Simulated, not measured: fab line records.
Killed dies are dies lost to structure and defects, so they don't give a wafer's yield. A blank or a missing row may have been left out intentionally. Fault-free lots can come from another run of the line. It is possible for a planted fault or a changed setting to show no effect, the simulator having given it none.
Lot-split experiment | flow berkeley_cmos170 | route with 331 steps; 5 lots, 23 wafers read

## ABOUT THE SPLIT
At UCB170_M1_COAT_04 (resist thk 900 nm), the setting resist_thk_nm was moved away from the recipe's 900 nm on 7 of the 23 wafers read, by -4.4% to +3.9%. All remaining wafers had this setting at the recipe value.

## FROM THE SPLIT TO THE READING: what the file shows between them, 4 steps
- UCB170_M1_PEB_07 (also split here: peb_temp_c)
- UCB170_M1_DEVELOP_08: develop time 45 s
- UCB170_M1_CD_MEAS_09: target cd 700 nm
- UCB170_M1_ETCH_11: etches BARC in N2/H2

## THE READING
KrF_of_M1_COAT_04.thk_nm (the simulator's own value, which no gauge read), in nm, at UCB170_M1_METAL_ETCH_12 (etches Al in Cl2/BCl3, stops on PSG, target depth 780 nm, time 130 s). The file does not state a usual value for it. Across the 16 wafers here that went through the recipe, the average is 438.0 nm and the standard deviation 13 nm.

wafer  | tool, chamber at the split | resist_thk_nm as run, nm | against the recipe | KrF_of_M1_COAT_04.thk_nm, nm | against lot-mates on the recipe
L079.1 | litho_track-02, 0          | 900                      | recipe             | 412.1                        | -
L079.3 | litho_track-02, 0          | 900                      | recipe             | 443.4                        | -
L079.4 | litho_track-02, 0          | 900                      | recipe             | 414.5                        | -
L081.1 | litho_track-02, 0          | 900                      | recipe             | 456.4                        | -
L081.2 | litho_track-02, 0          | 900                      | recipe             | 426.2                        | -
L081.4 | litho_track-02, 0          | 900                      | recipe             | 453.6                        | -
L081.5 | litho_track-02, 0          | 900                      | recipe             | 423.6                        | -
L081.6 | litho_track-02, 0          | 900                      | recipe             | 450.2                        | -
L082.1 | litho_track-03, 0          | 900                      | recipe             | 433.4                        | -
L082.2 | litho_track-03, 0          | 900                      | recipe             | 446.6                        | -
L082.4 | litho_track-03, 0          | 871                      | -3.2%              | 404.7                        | -35.3
L082.5 | litho_track-03, 0          | 871                      | -3.2%              | 409.8                        | -30.2
L082.6 | litho_track-03, 0          | 871                      | -3.2%              | 399.4                        | -40.6
L084.2 | litho_track-03, 0          | 900                      | recipe             | 437.5                        | -
L084.3 | litho_track-03, 0          | 900                      | recipe             | 441.9                        | -
L084.4 | litho_track-03, 0          | 860.2                    | -4.4%              | 388.6                        | -50.9
L084.5 | litho_track-03, 0          | 900                      | recipe             | 439                          | -
L084.6 | litho_track-03, 0          | 860.2                    | -4.4%              | 382.7                        | -56.8
L085.1 | litho_track-01, 0          | 900                      | recipe             | 442.2                        | -
L085.2 | litho_track-01, 0          | 934.8                    | +3.9%              | 481.4                        | +38.0
L085.3 | litho_track-01, 0          | 934.8                    | +3.9%              | 475.4                        | +32.0
L085.4 | litho_track-01, 0          | 900                      | recipe             | 443.2                        | -
L085.5 | litho_track-01, 0          | 900                      | recipe             | 444.9                        | -

FIT RESULTS
A straight line over all 23 wafers: KrF_of_M1_COAT_04.thk_nm changes by +10.9 nm for each +1% of resist_thk_nm; r = +0.90; the points scatter about the line by 11 nm.
The same after taking each lot's own level away (the mean of its wafers on the recipe; 23 wafers): +10.7 nm for each +1%; r = +0.92; scatter 9.6 nm.
On that fit, the largest move of resist_thk_nm shifts the reading by 47 nm.
The lots' own levels span 423.33 to 443.43 nm, that is 1.6 times the standard deviation above.
Consequently the slope shifts little with the lot-to-lot level, the two slopes agreeing.
Check: with one of the wafers moved furthest among these (-4.4%) left out of the fit, the line predicts -48.1 nm for it against its lot-mates. Against them it came out at -50.9 nm.

## FURTHER SPLITS ON THESE WAFERS
Before the reading, these wafers also passed through other splits. Each is held against what the fit with the lots' levels taken away leaves over:
other split on the same wafers  | wafers away from the commonest value | r with KrF_of_M1_COAT_04.thk_nm (lot level and that fit taken away)
UCB170_CONTACT_CVD_01 temp_c    | 15                                   | +0.10
UCB170_CONTACT_COAT_04 spin_rpm | 8                                    | +0.06
UCB170_M1_PEB_07 peb_temp_c     | 11                                   | -0.11

## THE WHOLE CHAIN: every reading that the file lists as answering this split, in the file's order
step                    | what it does                                                         | reading                                                                   | change (the file's fit)              | r (the file's)
UCB170_M1_COAT_04       | resist thk 900 nm                                                    | KrF_of_M1_COAT_04.thk_nm (the simulator's own value, which no gauge read) | +9.03 nm for each +1% of the setting | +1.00
UCB170_M1_METAL_ETCH_12 | etches Al in Cl2/BCl3, stops on PSG, target depth 780 nm, time 130 s | KrF_of_M1_COAT_04.thk_nm (the simulator's own value, which no gauge read) | +10.9 nm for each +1% of the setting | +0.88

## THE FILE'S OWN FIT
KrF_of_M1_COAT_04.thk_nm changes by +10.9 nm for each +1% of resist_thk_nm, r = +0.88.
